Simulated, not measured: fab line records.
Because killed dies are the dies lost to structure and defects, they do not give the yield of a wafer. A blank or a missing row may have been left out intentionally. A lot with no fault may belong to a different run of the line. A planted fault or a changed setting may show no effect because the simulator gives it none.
Check of tool commonality | flow ritCmos | 14 lots, 42 wafers sampled

## WHAT PROMPTED THE OPENING
RIT_NLDD_TW_MEAS_10, reading NLDD_TW: flagged on 2 of 14 lots. Wafers without a fault read 2478, standard deviation 23.
Rule: a lot is flagged in two cases, either no wafer of it has a number, or all its wafers with numbers fall more than 4 standard deviations from that mean. As for the other lots, they are considered sound.

lot  | measured    | on           | NLDD_TW, wafer by wafer | flag
L375 | day 2 18:43 | filmMetro-01 | 2510 2493 2497          | 
L377 | day 3 05:36 | filmMetro-01 | 2487 2486 2479          | 
L378 | day 3 13:02 | filmMetro-03 | 2465 2452 2462          | 
L379 | day 3 15:21 | filmMetro-01 | 2493 2500 2492          | 
L380 | day 3 18:23 | filmMetro-04 | 2489 2479 2468          | 
L381 | day 4 03:07 | filmMetro-01 | 2486 2485 2495          | 
L382 | day 4 10:13 | filmMetro-04 | 2472 2489 2475          | 
L383 | day 4 15:21 | filmMetro-04 | 2485 2480 2473          | 
L384 | day 4 17:56 | filmMetro-03 | 2450 2440 2444          | 
L385 | day 4 22:19 | filmMetro-01 | 2300 2293 2294          | FLAGGED
L388 | day 5 14:10 | filmMetro-03 | 2260 2251 2245          | FLAGGED
L393 | day 6 14:33 | filmMetro-03 | 2461 2457 2451          | 
L396 | day 7 03:24 | filmMetro-03 | 2447 2458 2461          | 
L398 | day 7 12:31 | filmMetro-01 | 2505 2503 2497          | 
On average the flagged lots' numbers are 2274, which is -204 against the usual, or -9 standard deviations.

## WHICH TOOL EACH LOT WENT THROUGH
The record keeps 1 process step preceding the reading, out of 202 steps on the route. Cell contents, in order: the tool; ch with the chambers the sampled wafers went through; the start.
lot  | flag    | RIT_NLDD_IMPLANT_08
L375 |         | implanter-01 ch 0, day 2 18:23
L377 |         | implanter-02 ch 0, day 3 05:16
L378 |         | implanter-04 ch 0, day 3 12:43
L379 |         | implanter-02 ch 0, day 3 15:01
L380 |         | implanter-04 ch 0, day 3 18:05
L381 |         | implanter-04 ch 0, day 4 02:49
L382 |         | implanter-02 ch 0, day 4 09:54
L383 |         | implanter-04 ch 0, day 4 15:02
L384 |         | implanter-01 ch 0, day 4 17:36
L385 | FLAGGED | implanter-04 ch 0, day 4 22:00
L388 | FLAGGED | implanter-04 ch 0, day 5 13:52
L393 |         | implanter-01 ch 0, day 6 14:16
L396 |         | implanter-02 ch 0, day 7 03:05
L398 |         | implanter-01 ch 0, day 7 12:10
What the steps here do:
- RIT_NLDD_IMPLANT_08
- RIT_NLDD_TW_MEAS_10

## FLAGGED OVER TOTAL, TOOL BY TOOL (the gauges that took the reading come last)
step                | tool         | lots run | flagged | share of the flagged lots | sound lots run after its first flagged lot
RIT_NLDD_IMPLANT_08 | implanter-01 | 4        | 0       | none                      | -
RIT_NLDD_IMPLANT_08 | implanter-02 | 4        | 0       | none                      | -
RIT_NLDD_IMPLANT_08 | implanter-04 | 6        | 2       | all                       | 0
RIT_NLDD_TW_MEAS_10 | filmMetro-01 | 6        | 1       | some                      | 1 (L398)
RIT_NLDD_TW_MEAS_10 | filmMetro-03 | 5        | 1       | some                      | 2 (L393,L396)
RIT_NLDD_TW_MEAS_10 | filmMetro-04 | 3        | 0       | none                      | -

## WHAT THE TABLE PERMITS
1 row of the table ran every flagged lot: implanter-04 at RIT_NLDD_IMPLANT_08.
- implanter-04 at RIT_NLDD_IMPLANT_08 ran 6 lots, 2 of them flagged. Its last sound lot is L383 (day 4 15:02), its first flagged lot L385 (day 4 22:00): a fault that began between those two fits. Its own readings lie more than 4 standard deviations out on every wafer of the flagged lots: doseIonsCm2, faradayCurrentUA.
implanter-04 at RIT_NLDD_IMPLANT_08 is the single tool remaining.

## WHAT THE SIMULATOR HAD INSERTED
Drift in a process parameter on implanter-04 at RIT_NLDD_IMPLANT_08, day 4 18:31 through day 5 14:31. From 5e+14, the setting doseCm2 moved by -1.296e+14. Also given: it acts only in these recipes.
Lots struck among those shown: L385, L388. This agrees with what the rule above found.
